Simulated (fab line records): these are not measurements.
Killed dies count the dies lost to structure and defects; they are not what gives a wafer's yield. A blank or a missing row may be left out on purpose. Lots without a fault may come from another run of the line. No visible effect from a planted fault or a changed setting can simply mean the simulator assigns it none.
Shared-tool check | flow berkeley-cmos170 | Lots sampled 16, wafers sampled 48

## THE REASON FOR OPENING IT
Of 16 lots, 4 have the reading GATE_OVL flagged at UCB170_GATE_OVL_MEAS_13. No-fault wafers: 5 nm, standard deviation 5.1.
Rule: a lot is flagged in two cases, either no wafer of it has a number, or all its wafers with numbers fall more than 4 standard deviations from that mean. As for the other lots, they are considered sound.

lot  | measured     | on         | GATE_OVL (nm), wafer by wafer | flag
L580 | day 7 03:14  | overlay-02 | -8 0 -1                       |
L581 | day 7 09:59  | overlay-02 | 10 4 11                       |
L586 | day 8 03:06  | overlay-02 | 5 9 3                         |
L584 | day 8 03:44  | overlay-01 | -1 5 -2                       |
L585 | day 8 03:55  | overlay-02 | 7 0 0                         |
L587 | day 8 13:25  | overlay-01 | -2 14 0                       |
L591 | day 8 17:48  | overlay-02 | 11 4 6                        |
L592 | day 8 18:05  | overlay-01 | -4 11 -6                      |
L590 | day 8 18:10  | overlay-02 | -4 4 -2                       |
L588 | day 8 18:17  | overlay-01 | 1 1 2                         |
L589 | day 8 18:24  | overlay-01 | -134 -125 -132                | FLAGGED
L593 | day 10 01:20 | overlay-01 | -123 -118 -123                | FLAGGED
L595 | day 10 04:34 | overlay-01 | 6 5 -6                        |
L598 | day 10 15:24 | overlay-02 | -124 -116 -125                | FLAGGED
L600 | day 11 06:06 | overlay-02 | -130 -125 -119                | FLAGGED
L603 | day 12 08:20 | overlay-01 | 12 10 -1                      |
Average over the flagged lots: -124 nm; offset from the usual -130 nm, equal to -25 standard deviations.

## EACH LOT AND THE TOOL IT RAN ON
The record keeps 1 process step preceding the reading, out of 331 steps on the route. Each cell gives the tool, then ch followed by the chambers the sampled wafers passed through, then the start.
lot  | flag    | UCB170_GATE_EXPOSE_09
L580 |         | krf-scanner-01 ch 0, day 7 02:44
L581 |         | krf-scanner-01 ch 0, day 7 09:13
L586 |         | krf-scanner-01 ch 0, day 8 02:25
L584 |         | krf-scanner-01 ch 0, day 8 03:05
L585 |         | krf-scanner-02 ch 0, day 8 03:19
L587 |         | krf-scanner-02 ch 0, day 8 12:53
L591 |         | krf-scanner-01 ch 0, day 8 17:06
L592 |         | krf-scanner-01 ch 0, day 8 17:13
L590 |         | krf-scanner-02 ch 0, day 8 17:27
L588 |         | krf-scanner-02 ch 0, day 8 17:33
L589 | FLAGGED | krf-scanner-01 ch 0, day 8 17:47
L593 | FLAGGED | krf-scanner-01 ch 0, day 10 00:27
L595 |         | krf-scanner-02 ch 0, day 10 03:53
L598 | FLAGGED | krf-scanner-01 ch 0, day 10 14:48
L600 | FLAGGED | krf-scanner-01 ch 0, day 11 05:37
L603 |         | krf-scanner-02 ch 0, day 12 07:49
What these steps do:
- UCB170_GATE_EXPOSE_09: exposes mask POLY, target cd 350 nm.
- UCB170_GATE_OVL_MEAS_13

## FLAGGED OVER TOTAL, TOOL BY TOOL (the gauges that took the reading come last)
step                    | tool           | lots run | flagged | share of the flagged lots | sound lots run after its first flagged lot
UCB170_GATE_EXPOSE_09   | krf-scanner-01 | 10       | 4       | all                       | 0
UCB170_GATE_EXPOSE_09   | krf-scanner-02 | 6        | 0       | none                      | -
UCB170_GATE_OVL_MEAS_13 | overlay-01     | 8        | 2       | some                      | 2 (L595,L603)
UCB170_GATE_OVL_MEAS_13 | overlay-02     | 8        | 2       | some                      | 0

## WHAT IS ALLOWED BY THE TABLE
1 row of the table ran every flagged lot: krf-scanner-01 at UCB170_GATE_EXPOSE_09.
- krf-scanner-01 at UCB170_GATE_EXPOSE_09 ran 10 lots, 4 of them flagged. Last sound lot L592 at day 8 17:13, first flagged lot L589 at day 8 17:47; a fault beginning in between fits.
krf-scanner-01 at UCB170_GATE_EXPOSE_09 is the single tool remaining.

## WHAT WAS PUT IN BY THE SIMULATOR
Scanner matching overlay: krf-scanner-01, from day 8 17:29 on, at UCB170_GATE_EXPOSE_09. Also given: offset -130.
Struck lots among those shown: L589, L593, L598, L600. The rule above found the same.
